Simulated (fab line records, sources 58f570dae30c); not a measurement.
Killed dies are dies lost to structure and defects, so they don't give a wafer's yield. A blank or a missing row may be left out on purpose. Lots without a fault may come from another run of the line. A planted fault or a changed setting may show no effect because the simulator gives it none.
One fault seen from 2 desks | flow berkeley_cmos170 | each desk has only its own numbers; what lay behind them comes last

THE METROLOGY DESK
What the gauges read, lot by lot, whatever tool the lot ran on: means of the sampled wafers that have a number. A lot is out of limits, marked OUT, if its mean lies more than 4 standard deviations from the usual mean; the brackets give that distance.
Columns: A = cd_nm at UCB170_NLDD_CD_MEAS_06, usual 1199.9 nm; B = cd_nm at UCB170_M1_CD_MEAS_90, usual 699.8 nm
lot  | first seen here | A      | B
L939 | day 6 11:44     | 1202.6 | 702.6
L938 | day 6 12:10     | 1201.1 | 697.2
L941 | day 6 19:53     | 1201.1 | 700.2
L943 | day 7 09:36     | 1199.7 | 702.0
L945 | day 8 11:26     | 1198.0 | 701.5
L947 | day 8 16:20     | 1199.8 | 700.3
L951 | day 9 09:47     | 1198.8 | 698.7
L954 | day 9 18:36     | 1199.8 | 698.0
L955 | day 10 01:40    | 1198.9 | 697.5
L956 | day 10 08:33    | 1199.5 | 699.8
L957 | day 10 22:00    | 1199.0 | 699.2
L958 | day 10 22:20    | 1200.8 | 698.1
L960 | day 11 02:19    | 1200.5 | 698.3
L961 | day 11 16:07    | 1199.9 | 702.1
This desk's finding: nothing out of limits on any of the 14 lots.

THE TOOL OWNER'S DESK: plasma_asher-03
The tool's own readings at UCB170_M3_STRIP_19 (strips in O2): means of the sampled wafers that have a number, for each lot that ran on this tool. A lot is out of limits, marked OUT, if its mean lies more than 4 standard deviations from the usual mean; the brackets give that distance.
Columns: A = drypump_motor_current_A at UCB170_M3_STRIP_19, usual 6.0 A; B = oes_product_au at UCB170_M3_STRIP_19, usual 0.533 a.u.
lot  | first seen here | A   | B
L939 | day 8 00:57     | 6.0 | 0.553
L945 | day 9 22:58     | 5.8 | 0.539
L947 | day 10 07:22    | 5.8 | 0.518
This desk's finding: nothing out of limits on any of the 3 lots.

PUT TOGETHER
The metrology desk saw nothing out of limits.
The tool owner's desk saw nothing out of limits.

WHAT THE SIMULATOR HAD PUT IN
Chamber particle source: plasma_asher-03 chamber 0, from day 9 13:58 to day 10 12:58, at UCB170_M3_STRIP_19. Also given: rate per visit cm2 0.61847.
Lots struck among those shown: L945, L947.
